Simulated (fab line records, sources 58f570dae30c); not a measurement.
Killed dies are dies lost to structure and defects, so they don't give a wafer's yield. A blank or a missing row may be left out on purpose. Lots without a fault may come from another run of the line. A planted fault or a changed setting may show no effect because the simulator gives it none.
fab line records | flow berkeley_cmos170
record lots=5 wafers=23
route steps=331 shown NLDD@161 PSD@179 BACKSIDE@200 CONTACT@220 M1@238 V1@268 V2@294
start_h: hours from the record's first day to the start of the lot's first wafer shown | wait_h: hours since the lot's step before | " the same as in the row above | L1.1+2: a row that stands for several wafers | - no value, or no start given | * or withheld: withheld | < > ~ a bound
route shown NAME@n: a module of which the file shows steps, and the number in the route of the first | usual: mean/standard deviation of fault-free wafers | same: alike in all rows | chamber/n: place in a boat | sites: the reading at each site | _std_site: their standard deviation | _edge_site: outer sites' mean less inner sites' | radius_mm: how far each site lies from the wafer's centre | mask NAME#n: copy n | behind: the tool/chamber that last shaped the wafer | hold: why the lot was held/for how many hours/how that ended | device: the transistor (n, p or np) that didn't switch | end of line: the same wafers' tests at the end of the route | a step without rows: its recipe alone | killed: dies lost to structure and defects at the first sort, not the wafer's yield | map: a wafer's dies, x killed, . not, _ none there
set.NAME: the setting as run; set.NAME@STEP: as run at that earlier step | model.NAME: the simulator's own value behind a step, which no gauge read
lots whose settings were changed on purpose; a table a step, a row a wafer
## steps
# step UCB170_NLDD_EXPOSE_03
# recipe mask_id=NSELECT na=0.5 sigma_outer=0.6 source_shape=conventional target_cd_nm=1200 dose_mj=30
# columns lot.wafer tool chamber start_h wait_h mask set.dose_mj
L076.1+5+6 krf_scanner-02 0 128.86 0.2 NSELECT#0 31.31
L076.2+3 " 0 " " NSELECT#0 30
L074.1+2+3+4+5 krf_scanner-02 0 129.11 0.1 NSELECT#0 30
L079.1+2+3 krf_scanner-01 0 142.68 0.3 NSELECT#0 28.23
L079.4+6 " 0 " " NSELECT#0 30
L083.2+4+6 krf_scanner-01 0 167.97 0.3 NSELECT#0 30
L083.3+5 " 0 " " NSELECT#0 31.82
L082.1+2+6 krf_scanner-02 0 168.59 0.2 NSELECT#0 30
# step UCB170_NLDD_PEB_04
# recipe peb_temp_c=130 peb_time_s=withheld resist=KrF
# step UCB170_NLDD_DEVELOP_05
# recipe developer=TMAH develop_time_s=45 resist=KrF dev_temp_c=21
# step UCB170_NLDD_CD_MEAS_06
# recipe target_cd_nm=1200
# usual cd_nm=1199.6/1.2
# columns lot.wafer tool chamber start_h wait_h set.dose_mj@NLDD_EXPOSE_03 cd_nm
L076.1 cd_sem-02 - 129.66 - 31.31 1207.2
L076.2 " - " " 30 1199.6
L076.3 " - " " 30 1202.1
L076.5 " - " " 31.31 1207.1
L076.6 " - " " 31.31 1207.7
L074.1 cd_sem-01 - 129.79 - 30 1201.2
L074.2 " - " " 30 1201.0
L074.3 " - " " 30 1201.6
L074.4 " - " " 30 1200.6
L074.5 " - " " 30 1201.1
L079.1 cd_sem-01 - 143.29 - 28.23 1186.6
L079.2 " - " " 28.23 1187.2
L079.3 " - " " 28.23 1186.0
L079.4 " - " " 30 1197.1
L079.6 " - " " 30 1197.0
L083.2 cd_sem-02 - 168.68 - 30 1198.2
L083.3 " - " " 31.82 1208.7
L083.4 " - " " 30 1198.3
L083.5 " - " " 31.82 1208.0
L083.6 " - " " 30 1199.0
L082.1 cd_sem-02 - 168.99 - 30 1201.4
L082.2 " - " " 30 1199.7
L082.6 " - " " 30 1198.8
# step UCB170_PSD_PEB_04
# recipe peb_temp_c=130 peb_time_s=withheld resist=KrF
# columns lot.wafer tool chamber start_h wait_h set.peb_temp_c
L076.1+2+3 litho_track-04 0 135.53 0.1 127.9
L076.5+6 " 0 " " 130
L074.1+3+4 litho_track-03 0 135.77 0.1 130
L074.2+5 " 0 " " 131.8
L079.1+2 litho_track-03 0 151.95 0.1 127.6
L079.3+4+6 " 0 " " 130
L083.2+5+6 litho_track-03 0 175.12 0.4 132.7
L083.3+4 " 0 " " 130
L082.1+2+6 litho_track-03 0 175.82 0.6 130
# step UCB170_PSD_DEVELOP_05
# recipe developer=TMAH develop_time_s=45 resist=KrF dev_temp_c=21
# step UCB170_PSD_CD_MEAS_06
# recipe target_cd_nm=1200
# usual cd_nm=1200.0/1.3
# columns lot.wafer tool chamber start_h wait_h set.peb_temp_c@PSD_PEB_04 cd_nm
L076.1 cd_sem-02 - 135.81 - 127.9 1186.4
L076.2 " - " " 127.9 1184.7
L076.3 " - " " 127.9 1185.2
L076.5 " - " " 130 1200.0
L076.6 " - " " 130 1201.0
L074.1 cd_sem-01 - 136.05 - 130 1199.5
L074.2 " - " " 131.8 1208.8
L074.3 " - " " 130 1198.8
L074.4 " - " " 130 1198.1
L074.5 " - " " 131.8 1209.5
L079.1 cd_sem-01 - 152.22 - 127.6 1186.2
L079.2 " - " " 127.6 1184.4
L079.3 " - " " 130 1202.8
L079.4 " - " " 130 1202.1
L079.6 " - " " 130 1203.6
L083.2 cd_sem-01 - 175.39 - 132.7 1216.0
L083.3 " - " " 130 1200.7
L083.4 " - " " 130 1200.3
L083.5 " - " " 132.7 1217.4
L083.6 " - " " 132.7 1215.6
L082.1 cd_sem-01 - 176.09 - 130 1198.9
L082.2 " - " " 130 1200.4
L082.6 " - " " 130 1199.0
# step UCB170_BACKSIDE_COAT_01
# recipe resist=KrF spin_rpm=1500 resist_thk_nm=900
# columns lot.wafer tool chamber start_h wait_h set.resist_thk_nm model.KrF_of_BACKSIDE_COAT_01.thk_nm
L076.1 litho_track-02 0 138.66 0.1 900 900.2
L076.2 " 0 " " 900 899.6
L076.3 " 0 " " 900 899.2
L076.5 " 0 " " 900 898.1
L076.6 " 0 " " 900 898.6
L074.1 litho_track-04 0 139.27 0.1 900 898.3
L074.2 " 0 " " 878.4 880.1
L074.3 " 0 " " 878.4 876.5
L074.4 " 0 " " 900 900.9
L074.5 " 0 " " 900 900.7
L079.1+4 litho_track-03 0 155.08 0.1 900 905.2
L079.2 " 0 " " 928.8 934
L079.3 " 0 " " 928.8 934.6
L079.6 " 0 " " 928.8 933
L083.2 litho_track-02 0 178.59 0.1 950.1 953.7
L083.3 " 0 " " 900 901.2
L083.4 " 0 " " 900 905.2
L083.5 " 0 " " 900 900.3
L083.6 " 0 " " 950.1 950
L082.1 litho_track-02 0 179.56 0.1 900 904
L082.2 " 0 " " 900 901.1
L082.6 " 0 " " 900 899.6
# step UCB170_BACKSIDE_SOFTBAKE_02
# recipe resist=KrF temp_c=130 time_s=60
# step UCB170_BACKSIDE_STRIP_03
# recipe chemistry=O2 power_w=400 pressure_mtorr=3500 platen_temp_c=withheld o2_flow_sccm=400 overash_fraction=0.5
# usual strip_time_to_endpoint_s=21.99/0.056
# columns lot.wafer tool chamber start_h wait_h set.resist_thk_nm@BACKSIDE_COAT_01 strip_time_to_endpoint_s
L076.1 plasma_asher-01 1 138.96 0.1 900 21.97
L076.2 " 0 " " 900 21.95
L076.3 " 0 " " 900 21.95
L076.5 " 0 " " 900 21.92
L076.6 " 1 " " 900 21.91
L074.1 plasma_asher-04 0 139.57 0.1 900 21.92
L074.2 " 1 " " 878.4 21.48
L074.3 " 0 " " 878.4 21.41
L074.4 " 1 " " 900 21.98
L074.5 " 1 " " 900 21.98
L079.1 plasma_asher-04 0 155.38 0.1 900 22.09
L079.2 " 1 " " 928.8 22.79
L079.3 " 0 " " 928.8 22.79
L079.4 " 1 " " 900 22.09
L079.6 " 1 " " 928.8 22.76
L083.2 plasma_asher-01 1 178.86 0.1 950.1 23.25
L083.3 " 1 " " 900 22.01
L083.4 " 0 " " 900 22.11
L083.5 " 0 " " 900 21.98
L083.6 " 1 " " 950.1 23.17
L082.1 plasma_asher-04 0 179.86 0.1 900 22.08
L082.2 " 1 " " 900 21.98
L082.6 " 1 " " 900 21.94
# step UCB170_CONTACT_COAT_04
# recipe resist=KrF spin_rpm=1500 resist_thk_nm=900
# columns lot.wafer tool chamber start_h wait_h set.spin_rpm model.KrF_of_CONTACT_COAT_04.thk_nm
L076.1 litho_track-01 0 142.72 0.1 1408 929.1
L076.2 " 0 " " 1500 900.7
L076.3 " 0 " " 1408 930.1
L076.5 " 0 " " 1408 929.5
L076.6 " 0 " " 1500 901.3
L074.1 litho_track-04 0 143.34 0.1 1500 900
L074.2 " 0 " " 1449 917.6
L074.3 " 0 " " 1500 901.4
L074.4 " 0 " " 1449 918.1
L074.5 " 0 " " 1449 914.9
L079.1 litho_track-02 0 160.29 0.1 1500 898.8
L079.2 " 0 " " 1500 897.2
L079.3 " 0 " " 1500 897.5
L079.4 " 0 " " 1500 896.8
L079.6 " 0 " " 1500 897.9
L083.2 litho_track-01 0 183.38 0.1 1500 895.1
L083.3 " 0 " " 1500 898.7
L083.4 " 0 " " 1500 896.4
L083.5 " 0 " " 1500 898.5
L083.6 " 0 " " 1500 899.4
L082.1 litho_track-04 0 183.40 0.1 1500 900.4
L082.2 " 0 " " 1500 898
L082.6 " 0 " " 1500 901.7
# step UCB170_CONTACT_SOFTBAKE_05
# recipe resist=KrF temp_c=130 time_s=60
# step UCB170_CONTACT_STRIP_06
# recipe chemistry=O2 power_w=400 pressure_mtorr=3500 platen_temp_c=withheld o2_flow_sccm=400 overash_fraction=0.5
# usual strip_time_to_endpoint_s=21.97/0.068
# columns lot.wafer tool chamber start_h wait_h set.spin_rpm@CONTACT_COAT_04 strip_time_to_endpoint_s
L076.1 plasma_asher-03 0 143.02 0.1 1408 22.66
L076.2 " 1 " " 1500 21.98
L076.3 " 1 " " 1408 22.68
L076.5 " 1 " " 1408 22.68
L076.6 " 0 " " 1500 22.01
L074.1 plasma_asher-03 1 143.64 0.1 1500 21.96
L074.2 " 0 " " 1449 22.40
L074.3 " 0 " " 1500 22.02
L074.4 " 1 " " 1449 22.40
L074.5 " 0 " " 1449 22.31
L079.1 plasma_asher-04 1 160.59 0.1 1500 21.94
L079.2 " 0 " " 1500 21.90
L079.3 " 1 " " 1500 21.91
L079.4 " 0 " " 1500 21.90
L079.6 " 1 " " 1500 21.91
L083.2 plasma_asher-01 1 183.65 0.1 1500 21.84
L083.3 " 0 " " 1500 21.93
L083.4 " 1 " " 1500 21.89
L083.5 " 1 " " 1500 21.94
L083.6 " 0 " " 1500 21.96
L082.1 plasma_asher-03 1 183.70 0.1 1500 21.98
L082.2 " 0 " " 1500 21.92
L082.6 " 0 " " 1500 22.01
# step UCB170_M1_SPUTTER_00
# recipe material=Al target_thk_nm=600 time_s=80 power_w=6000 chamber_pressure_pa=0.5
# columns lot.wafer tool chamber start_h wait_h set.power_w model.Al_of_M1_SPUTTER_00.thk_nm
L076.1 pvd_sputter-01 - 145.28 0.0 6000 591.1
L076.2 " - " " 5313 526.2
L076.3 " - " " 6000 592
L076.5 " - " " 5313 525.6
L076.6 " - " " 6000 591.6
L074.1 pvd_sputter-02 - 145.73 0.0 6558 665.3
L074.2 " - " " 6000 603.1
L074.3 " - " " 6000 599.8
L074.4 " - " " 6558 669.4
L074.5 " - " " 6000 599
L079.1 pvd_sputter-03 - 163.50 0.0 6000 590.3
L079.2 " - " " 6000 599.5
L079.3 " - " " 6000 598.8
L079.4 " - " " 6000 602.6
L079.6 " - " " 6000 603.9
L083.2 pvd_sputter-03 - 185.56 0.0 6000 589.7
L083.3 " - " " 6000 603.1
L083.4 " - " " 6000 598.2
L083.5 " - " " 6000 599
L083.6 " - " " 6000 592.3
L082.1 pvd_sputter-02 - 186.08 0.0 6000 596.7
L082.2 " - " " 6000 604.7
L082.6 " - " " 6000 607
# step UCB170_M1_RS_MEAS_01
# recipe thk_meas_gauge=four-point-probe reads=Al_of_M1_SPUTTER_00
# usual M1_AL_RS=0.0486/0.00047
# columns lot.wafer tool chamber start_h wait_h set.power_w@M1_SPUTTER_00 M1_AL_RS[ohm/sq]
L076.1 film_metro-03 - 145.34 0.0 6000 0.0493
L076.2 " - " " 5313 0.0555
L076.3 " - " " 6000 0.0492
L076.5 " - " " 5313 0.0557
L076.6 " - " " 6000 0.0492
L074.1 film_metro-04 - 145.79 0.0 6558 0.0437
L074.2 " - " " 6000 0.0482
L074.3 " - " " 6000 0.0485
L074.4 " - " " 6558 0.0434
L074.5 " - " " 6000 0.0487
L079.1 film_metro-01 - 163.57 0.0 6000 0.0493
L079.2 " - " " 6000 0.0486
L079.3 " - " " 6000 0.0487
L079.4 " - " " 6000 0.0484
L079.6 " - " " 6000 0.0483
L083.2 film_metro-01 - 185.64 0.1 6000 0.0494
L083.3 " - " " 6000 0.0483
L083.4 " - " " 6000 0.0488
L083.5 " - " " 6000 0.0487
L083.6 " - " " 6000 0.0492
L082.1 film_metro-04 - 186.14 0.0 6000 0.0488
L082.2 " - " " 6000 0.0481
L082.6 " - " " 6000 0.0480
# step UCB170_M1_THK_MEAS_02
# recipe thk_meas_gauge=xrf reads=Al_of_M1_SPUTTER_00
# usual M1_AL_THK=598/5.6
# columns lot.wafer tool chamber start_h wait_h set.power_w@M1_SPUTTER_00 M1_AL_THK[nm]
L076.1 film_metro-03 - 145.46 0.1 6000 593
L076.2 " - " " 5313 528
L076.3 " - " " 6000 594
L076.5 " - " " 5313 527
L076.6 " - " " 6000 596
L074.1 film_metro-04 - 145.91 0.1 6558 665
L074.2 " - " " 6000 602
L074.3 " - " " 6000 595
L074.4 " - " " 6558 665
L074.5 " - " " 6000 598
L079.1 film_metro-01 - 163.69 0.1 6000 590
L079.2 " - " " 6000 601
L079.3 " - " " 6000 596
L079.4 " - " " 6000 603
L079.6 " - " " 6000 604
L083.2 film_metro-01 - 185.75 0.1 6000 587
L083.3 " - " " 6000 605
L083.4 " - " " 6000 599
L083.5 " - " " 6000 600
L083.6 " - " " 6000 591
L082.1 film_metro-04 - 186.26 0.1 6000 593
L082.2 " - " " 6000 604
L082.6 " - " " 6000 606
# step UCB170_V1_ETCH_14
# recipe chemistry=CHF3/CF4/Ar target=SiO2 stop_on=Al CHF3_flow_sccm=45 cf4_flow_sccm=15 Ar_flow_sccm=150 pressure_mtorr=200 rf_w=700 target_depth_a=12500 over_etch_frac=0.25 time_s=291
# columns lot.wafer tool chamber start_h wait_h set.time_s model.KrF_of_V1_COAT_07.thk_nm
L076.1 rie_diel-03 0 156.72 0.0 291 608.2
L076.2 " 2 " " 313.1 588.5
L076.3 " 3 " " 291 600.6
L076.5 " 3 " " 313.1 577.2
L076.6 " 2 " " 313.1 587.9
L074.1 rie_diel-03 3 156.99 0.0 318.1 582.1
L074.2 " 2 " " 291 618.7
L074.3 " 0 " " 291 609.3
L074.4 " 0 " " 318.1 591.5
L074.5 " 2 " " 318.1 591.3
L079.1 rie_diel-03 0 170.23 0.0 291 607.8
L079.2 " 2 " " 291 612.2
L079.3 " 3 " " 276.2 614.8
L079.4 " 1 " " 276.2 627.8
L079.6 " 1 " " 276.2 629.5
L083.2 rie_diel-01 1 191.93 0.0 291 605.6
L083.3 " 2 " " 291 610.5
L083.4 " 0 " " 291 617.4
L083.5 " 1 " " 291 604.3
L083.6 " 0 " " 291 613.8
L082.1 rie_diel-03 3 195.36 0.0 291 595.3
L082.2 " 0 " " 291 607.4
L082.6 " 1 " " 291 607.9
# step UCB170_V1_STRIP_15
# recipe chemistry=O2 power_w=400 pressure_mtorr=3500 platen_temp_c=withheld o2_flow_sccm=400 overash_fraction=0.5
# usual strip_time_to_endpoint_s=15.33/0.14
# columns lot.wafer tool chamber start_h wait_h set.time_s@V1_ETCH_14 strip_time_to_endpoint_s
L076.1 plasma_asher-02 1 156.90 0.1 291 15.28
L076.2 " 0 " " 313.1 14.79
L076.3 " 1 " " 291 15.07
L076.5 " 1 " " 313.1 14.54
L076.6 " 0 " " 313.1 14.78
L074.1 plasma_asher-02 0 157.17 0.1 318.1 14.65
L074.2 " 1 " " 291 15.51
L074.3 " 1 " " 291 15.31
L074.4 " 0 " " 318.1 14.86
L074.5 " 1 " " 318.1 14.85
L079.1 plasma_asher-02 0 170.41 0.1 291 15.25
L079.2 " 1 " " 291 15.37
L079.3 " 0 " " 276.2 15.41
L079.4 " 1 " " 276.2 15.73
L079.6 " 1 " " 276.2 15.76
L083.2 plasma_asher-04 1 192.11 0.1 291 15.20
L083.3 " 0 " " 291 15.32
L083.4 " 1 " " 291 15.48
L083.5 " 0 " " 291 15.16
L083.6 " 1 " " 291 15.38
L082.1 plasma_asher-04 1 195.54 0.1 291 14.97
L082.2 " 0 " " 291 15.24
L082.6 " 1 " " 291 15.27
# step UCB170_V2_CMP_02
# recipe material=SiO2 down_force_psi=6 platen_rpm=60 pad_velocity_m_s=0.75398
# columns lot.wafer tool chamber start_h wait_h set.leave_above_ref_nm model.SiO2_of_V2_CVD_00.thk_nm
L076.3 cmp-02 2 159.96 0.0 1056 1055
L076.1 " 3 " " 1000 998.9
L076.2 " 0 " " 1000 999.8
L076.6 " 2 " " 1056 1053
L076.5 " 3 " " 1000 999
L074.3 cmp-02 3 160.90 0.0 949.1 949.5
L074.2 " 0 " " 1000 1003
L074.4 " 1 " " 1000 1001
L074.1 " 2 " " 949.1 949.2
L074.5 " 3 " " 949.1 949.3
L079.4 cmp-01 0 173.67 0.0 1000 1002
L079.1+2 " 1,2 " " 1000 1000
L079.3+6 " 3,0 " " 1000 1001
L083.4 cmp-01 3 195.10 0.1 1000 998.9
L083.3+6 " 0,3 " " 1000 1001
L083.2 " 1 " " 1000 999.1
L083.5 " 2 " " 1000 998.6
L082.1 cmp-01 3 199.17 0.1 1000 1000
L082.2 " 0 " " 1000 999.5
L082.6 " 3 " " 1000 1001
# step UCB170_V2_THK_MEAS_04
# recipe reads=SiO2_of_V2_CVD_00
# usual V2_POLISHED_THK=1000.2/1.2
# columns lot.wafer tool chamber start_h wait_h set.leave_above_ref_nm@V2_CMP_02 V2_POLISHED_THK[nm]
L076.1 film_metro-02 - 160.38 0.1 1000 998.8
L076.2 " - " " 1000 1000.6
L076.3 " - " " 1056 1054.4
L076.5 " - " " 1000 998.9
L076.6 " - " " 1056 1053.6
L074.1 film_metro-02 - 161.32 0.1 949.1 948.9
L074.2 " - " " 1000 1003.2
L074.3 " - " " 949.1 949.6
L074.4 " - " " 1000 1000.1
L074.5 " - " " 949.1 949.6
L079.1 film_metro-02 - 174.09 0.1 1000 1001.3
L079.2 " - " " 1000 1000.5
L079.3 " - " " 1000 1001.5
L079.4 " - " " 1000 1002.4
L079.6 " - " " 1000 1001.1
L083.2 film_metro-04 - 195.48 0.1 1000 999.1
L083.3 " - " " 1000 1001.1
L083.4 " - " " 1000 999.5
L083.5 " - " " 1000 998.7
L083.6 " - " " 1000 999.9
L082.1 film_metro-04 - 199.59 0.1 1000 1000.1
L082.2 " - " " 1000 999.5
L082.6 " - " " 1000 1001.2
# step UCB170_V2_HMDS_06
# recipe prime_time_s=60 prime_temp_c=100
# columns lot.wafer tool chamber start_h wait_h set.prime_time_s
L076.1+3+5 litho_track-01 0 160.63 0.0 60
L076.2+6 " 0 " " 53.8
L074.1+3 litho_track-01 0 161.98 0.4 60
L074.2+4+5 " 0 " " 55.38
L079.1+4 litho_track-02 0 174.77 0.4 53.93
L079.2+3+6 " 0 " " 60
L083.2+3+4 litho_track-04 0 195.73 0.0 62.65
L083.5+6 " 0 " " 60
L082.1+2+6 litho_track-01 0 199.83 0.0 60
# step UCB170_V2_COAT_07
# recipe resist=KrF spin_rpm=1500 resist_thk_nm=900
# step UCB170_V2_SOFTBAKE_08
# recipe resist=KrF temp_c=130 time_s=60
# step UCB170_V2_ETCH_14
# recipe chemistry=CHF3/CF4/Ar target=SiO2 stop_on=Al CHF3_flow_sccm=45 cf4_flow_sccm=15 Ar_flow_sccm=150 pressure_mtorr=200 rf_w=700 target_depth_a=12500 over_etch_frac=0.25 time_s=291
# columns lot.wafer tool chamber start_h wait_h set.leave_above_ref_nm@V2_CMP_02 model.V2.feature_depth_nm model.etch.depth_nm
L076.1 rie_diel-01 2 162.30 0.0 1000 998.9 998.9
L076.2 " 1 " " 1000 1000 -
L076.3 " 3 " " 1056 1056 1055
L076.5 " 2 " " 1000 999 -
L076.6 " 1 " " 1056 1054 1053
L074.1 rie_diel-04 2 163.02 0.0 949.1 949.2 -
L074.2 " 0 " " 1000 1003 1003
L074.3 " 1 " " 949.1 949.5 949.5
L074.4 " 3 " " 1000 1001 -
L074.5 " 2 " " 949.1 949.3 949.3
L079.1+2 rie_diel-04 2,3 176.10 0.0 1000 1000 1000
L079.3+6 " 1,0 " " 1000 1001 1001
L079.4 " 0 " " 1000 1002 1002
L083.2 rie_diel-04 0 197.46 0.0 1000 999.1 999.1
L083.3+6 " 2,1 " " 1000 1001 1001
L083.4 " 1 " " 1000 998.9 998.9
L083.5 " 0 " " 1000 998.6 998.6
L082.1 rie_diel-03 2 201.33 0.0 1000 1000 1000
L082.2 " 0 " " 1000 999.5 999.5
L082.6 " 0 " " 1000 1001 1001
## key
split step=UCB170_NLDD_EXPOSE_03 setting=dose_mj stated=30 by=wafer
response step=UCB170_NLDD_CD_MEAS_06 reading=cd_nm change=+1.65 per=1% r=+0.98
split step=UCB170_PSD_PEB_04 setting=peb_temp_c stated=130 by=wafer
response step=UCB170_PSD_CD_MEAS_06 reading=cd_nm change=+8.49 per=1% r=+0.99
split step=UCB170_BACKSIDE_COAT_01 setting=resist_thk_nm stated=900 by=wafer
response step=UCB170_BACKSIDE_COAT_01 reading=model.KrF_of_BACKSIDE_COAT_01.thk_nm change=+8.94 per=1% r=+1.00
response step=UCB170_BACKSIDE_STRIP_03 reading=strip_time_to_endpoint_s change=* per=1% r=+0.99
split step=UCB170_CONTACT_COAT_04 setting=spin_rpm stated=1500 by=wafer
response step=UCB170_CONTACT_COAT_04 reading=model.KrF_of_CONTACT_COAT_04.thk_nm change=-4.68 per=1% r=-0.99
response step=UCB170_CONTACT_STRIP_06 reading=strip_time_to_endpoint_s change=* per=1% r=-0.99
split step=UCB170_M1_SPUTTER_00 setting=power_w stated=6000 by=wafer
response step=UCB170_M1_SPUTTER_00 reading=model.Al_of_M1_SPUTTER_00.thk_nm change=+6.31 per=1% r=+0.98
response step=UCB170_M1_RS_MEAS_01 reading=M1_AL_RS change=-0.000544 per=1% r=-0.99
response step=UCB170_M1_THK_MEAS_02 reading=M1_AL_THK change=+6.38 per=1% r=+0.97
split step=UCB170_V1_ETCH_14 setting=time_s stated=291 by=wafer
response step=UCB170_V1_ETCH_14 reading=model.KrF_of_V1_COAT_07.thk_nm change=-2.71 per=1% r=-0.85
response step=UCB170_V1_STRIP_15 reading=strip_time_to_endpoint_s change=* per=1% r=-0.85
split step=UCB170_V2_CMP_02 setting=leave_above_ref_nm stated=1000 by=wafer
response step=UCB170_V2_CMP_02 reading=model.SiO2_of_V2_CVD_00.thk_nm change=+10 per=1% r=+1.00
response step=UCB170_V2_THK_MEAS_04 reading=V2_POLISHED_THK change=+9.98 per=1% r=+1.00
response step=UCB170_V2_ETCH_14 reading=model.V2.feature_depth_nm change=+10.1 per=1% r=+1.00
response step=UCB170_V2_ETCH_14 reading=model.etch.depth_nm change=+10.2 per=1% r=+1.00
split step=UCB170_V2_HMDS_06 setting=prime_time_s stated=60 by=wafer
response none clear
